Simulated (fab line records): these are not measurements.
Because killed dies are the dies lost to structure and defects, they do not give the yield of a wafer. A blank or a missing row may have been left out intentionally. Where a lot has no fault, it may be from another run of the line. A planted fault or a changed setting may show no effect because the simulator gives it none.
Split-lot experiment	flow rit-cmos	23 wafers read from 5 lots, route of 202 steps

== ABOUT THE SPLIT ==
At RIT_NWELL_COAT_01 (resist thk 1300 nm), the setting spin-rpm was moved away from the recipe's 2000 rpm on 7 of the 23 wafers read, by +4.4% to +5.2%. The other wafers ran this setting at the recipe's value.

== FROM THE SPLIT TO THE READING: what the file shows between them, 3 steps ==
- RIT_NWELL_SOFTBAKE_02: time 60 s
- RIT_NWELL_EXPOSE_03: exposes mask M2, target cd 43900 nm
- RIT_NWELL_DEVELOP_05: develop time 68 s

== THE READING ==
NOVOLAK_of_NWELL_COAT_01.thk-nm (the simulator's own value, which no gauge read), in nm, at RIT_NWELL_HARDBAKE_07 (time 120 s). The file gives no usual value for it. Across the 16 wafers here that went through the recipe, the average is 1136 nm and the standard deviation 2.7 nm.

wafer	tool, chamber at the split	spin-rpm as run, rpm	against the recipe	NOVOLAK_of_NWELL_COAT_01.thk-nm, nm	against lot-mates on the recipe
L075.1	litho-track-04, 0	2088	+4.4%	1109	-24
L075.2	litho-track-04, 0	2088	+4.4%	1111	-22
L075.4	litho-track-04, 0	2000	recipe	1132	-
L075.5	litho-track-04, 0	2000	recipe	1135	-
L075.6	litho-track-04, 0	2000	recipe	1131	-
L076.1	litho-track-04, 0	2000	recipe	1141	-
L076.3	litho-track-04, 0	2104	+5.2%	1106	-33
L076.5	litho-track-04, 0	2104	+5.2%	1106	-33
L076.4	litho-track-04, 0	2104	+5.2%	1107	-32
L076.6	litho-track-04, 0	2000	recipe	1137	-
L077.1	litho-track-04, 0	2000	recipe	1134	-
L077.2	litho-track-04, 0	2000	recipe	1136	-
L077.5	litho-track-04, 0	2000	recipe	1136	-
L083.1	litho-track-02, 0	2000	recipe	1140	-
L083.2	litho-track-02, 0	2097	+4.8%	1108	-29
L083.4	litho-track-02, 0	2097	+4.8%	1109	-28
L083.5	litho-track-02, 0	2000	recipe	1135	-
L083.6	litho-track-02, 0	2000	recipe	1136	-
L085.2	litho-track-02, 0	2000	recipe	1138	-
L085.5	litho-track-02, 0	2000	recipe	1138	-
L085.3	litho-track-02, 0	2000	recipe	1135	-
L085.4	litho-track-02, 0	2000	recipe	1136	-
L085.6	litho-track-02, 0	2000	recipe	1140	-

FIT RESULTS
A straight line over all 23 wafers: NOVOLAK_of_NWELL_COAT_01.thk-nm changes by -5.79 nm for each +1% of spin-rpm; r = -0.99; the points scatter about the line by 2.4 nm.
The same after taking each lot's own level away (the mean of its wafers on the recipe; 23 wafers): -5.92 nm for each +1%; r = -0.99; scatter 2 nm.
On that fit, the largest move of spin-rpm shifts the reading by 31 nm.
The span of the lots' own levels, 1132.7 to 1139.0 nm, comes to 2.4 times the standard deviation stated above.
So the lot-to-lot level changes the slope little: the two slopes agree.
Check: -30.3 nm against its lot-mates is what the line predicts for one of the wafers moved furthest among these (+5.2%) when that wafer is left out of the fit. It came out at -33 nm against them.

== ADDITIONAL SPLITS CARRIED BY THESE WAFERS ==
Other splits were also applied to these wafers ahead of the reading. Each is held against what the fit with the lots' levels taken away leaves over:
other split on the same wafers	wafers away from the commonest value	r with NOVOLAK_of_NWELL_COAT_01.thk-nm (lot level and that fit taken away)
RIT_ACTIVE_COAT_06 spin-rpm	7	-0.23
RIT_ACTIVE_ETCH_13 rf-w	8	+0.11

== THE WHOLE CHAIN: every reading that the file lists as answering this split, in the file's order ==
step	what it does	reading	change (the file's fit)	r (the file's)
RIT_NWELL_COAT_01	resist thk 1300 nm	NOVOLAK_of_NWELL_COAT_01.thk-nm (the simulator's own value, which no gauge read)	-6.75 nm for each +1% of the setting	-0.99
RIT_NWELL_HARDBAKE_07	time 120 s	NOVOLAK_of_NWELL_COAT_01.thk-nm (the simulator's own value, which no gauge read)	-5.82 nm for each +1% of the setting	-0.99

== THE FILE'S OWN FIT ==
NOVOLAK_of_NWELL_COAT_01.thk-nm changes by -5.82 nm for each +1% of spin-rpm, r = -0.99.
